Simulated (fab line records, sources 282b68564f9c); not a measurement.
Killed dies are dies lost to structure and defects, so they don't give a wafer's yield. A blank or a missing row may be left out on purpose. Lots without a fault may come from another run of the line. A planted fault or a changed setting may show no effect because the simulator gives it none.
Split-lot experiment | flow rit_cmos | 5 lots, 23 wafers read, on a route of 202 steps

THE SPLIT
At RIT_NWELL_IMPLANT_08, the setting energy_kev was moved away from the recipe's 170 on 7 of the 23 wafers read, by -3.7% to +4.9%. The other wafers ran this setting at the recipe's value.

The reading is taken at the split's own step.

THE READING
implant.drp_nm (the simulator's own value, which no gauge read), in nm, at RIT_NWELL_IMPLANT_08. The file gives no usual value for it.

wafer  | tool, chamber at the split | energy_kev as run | against the recipe | implant.drp_nm, nm | against lot-mates on the recipe
L075.2 | implanter-02, 0            | 170               | recipe             | 68.82              | -
L075.3 | implanter-02, 0            | 170               | recipe             | 68.82              | -
L075.6 | implanter-02, 0            | 170               | recipe             | 68.82              | -
L076.1 | implanter-02, 0            | 170               | recipe             | 68.82              | -
L076.3 | implanter-02, 0            | 170               | recipe             | 68.82              | -
L076.6 | implanter-02, 0            | 170               | recipe             | 68.82              | -
L076.2 | implanter-02, 0            | 178.4             | +4.9%              | 71.36              | +2.54
L076.4 | implanter-02, 0            | 178.4             | +4.9%              | 71.36              | +2.54
L077.1 | implanter-03, 0            | 170               | recipe             | 68.82              | -
L077.2 | implanter-03, 0            | 170               | recipe             | 68.82              | -
L077.4 | implanter-03, 0            | 170               | recipe             | 68.82              | -
L077.3 | implanter-03, 0            | 166               | -2.4%              | 67.63              | -1.19
L077.6 | implanter-03, 0            | 166               | -2.4%              | 67.63              | -1.19
L082.2 | implanter-03, 0            | 170               | recipe             | 68.82              | -
L082.3 | implanter-03, 0            | 170               | recipe             | 68.82              | -
L082.4 | implanter-03, 0            | 170               | recipe             | 68.82              | -
L082.5 | implanter-03, 0            | 170               | recipe             | 68.82              | -
L082.6 | implanter-03, 0            | 170               | recipe             | 68.82              | -
L083.1 | implanter-02, 0            | 163.7             | -3.7%              | 66.94              | -1.88
L083.4 | implanter-02, 0            | 163.7             | -3.7%              | 66.94              | -1.88
L083.5 | implanter-02, 0            | 163.7             | -3.7%              | 66.94              | -1.88
L083.3 | implanter-02, 0            | 170               | recipe             | 68.82              | -
L083.6 | implanter-02, 0            | 170               | recipe             | 68.82              | -

THE FIT
A straight line over all 23 wafers: implant.drp_nm changes by +0.511 nm for each +1% of energy_kev; r = +1.00; the points scatter about the line by 0.0066 nm.
The same after taking each lot's own level away (the mean of its wafers on the recipe; 23 wafers): +0.511 nm for each +1%; r = +1.00; scatter 0.0066 nm.
On that fit, the largest move of energy_kev shifts the reading by 2.5 nm.
The lots' own levels span 68.820 to 68.820 nm.
So the lot-to-lot level changes the slope little: the two slopes agree.
Check: with one of the wafers moved furthest among these (+4.9%) left out of the fit, the line predicts +2.52 nm for it against its lot-mates. It came out at +2.54 nm against them.

OTHER SPLITS ON THESE WAFERS
These wafers also went through other splits before the reading. Each is held against what the fit with the lots' levels taken away leaves over:
other split on the same wafers    | wafers away from the commonest value | r with implant.drp_nm (lot level and that fit taken away)
RIT_ACTIVE_OXIDATION_01 ox_time_s | 18                                   | +0.42
RIT_FOX2_OXIDATION_00 temp_c      | 15                                   | +0.04
RIT_FOX2_CLEAN_02 time_s          | 15                                   | +0.23

THE WHOLE CHAIN: every reading that the file lists as answering this split, in the file's order
step                 | what it does | reading                                                         | change (the file's fit)               | r (the file's)
RIT_NWELL_IMPLANT_08 |              | implant.rp_nm (the simulator's own value, which no gauge read)  | +2.2 nm for each +1% of the setting   | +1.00
RIT_NWELL_IMPLANT_08 |              | implant.drp_nm (the simulator's own value, which no gauge read) | +0.511 nm for each +1% of the setting | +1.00

THE FILE'S OWN FIT
implant.drp_nm changes by +0.511 nm for each +1% of energy_kev, r = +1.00.
